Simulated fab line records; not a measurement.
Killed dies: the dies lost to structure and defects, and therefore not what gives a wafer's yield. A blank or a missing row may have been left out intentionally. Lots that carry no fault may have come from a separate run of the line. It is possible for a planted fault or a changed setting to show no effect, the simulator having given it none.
Which tool did it? / flow berkeleyCmos170 / route of 331 steps, sampled at 1 step: 7 lots, 21 wafers

WHAT EACH GAUGE READ, for each wafer
UCB170_START_BOW_MEAS_00.
lot=L227; measured=day 2 01:00; on=filmMetro-02; INCOMING_BOW (um)=-6 -2 0
lot=L230; measured=day 2 16:04; on=filmMetro-02; INCOMING_BOW (um)=-2 -7 -3
lot=L232; measured=day 3 02:04; on=filmMetro-04; INCOMING_BOW (um)=-5 -1 -3
lot=L238; measured=day 4 08:01; on=filmMetro-02; INCOMING_BOW (um)=3 6 -2
lot=L241; measured=day 4 23:01; on=filmMetro-02; INCOMING_BOW (um)=15 2 -5
lot=L243; measured=day 5 09:01; on=filmMetro-03; INCOMING_BOW (um)=-10 9 7
lot=L246; measured=day 6 00:00; on=filmMetro-03; INCOMING_BOW (um)=6 3 0

EACH LOT AND THE TOOL THAT RAN IT (in order: tool; ch and the chambers of the sampled wafers; start)
There is no process step in the record ahead of these readings.

THE ANSWER, worked out from the rows above alone
Rule: what is usual is taken from the lots themselves. The widest of any qualifying gaps counts: lots, ordered by their means at a reading, are off when they make up no more than a third of the lots, leave a main group of 4 or more, and stand apart from it by 3 or more times the standard deviation of that group's means. If all means in a main group match to the digits the tables above print for the reading, that group is not used. Also off: a lot with no number at a reading for which 4 or more lots have one. All remaining lots with rows at the step are treated as sound.
Nothing can be told from this: no lot is off at any reading shown.

WHAT THE SIMULATOR PUT IN
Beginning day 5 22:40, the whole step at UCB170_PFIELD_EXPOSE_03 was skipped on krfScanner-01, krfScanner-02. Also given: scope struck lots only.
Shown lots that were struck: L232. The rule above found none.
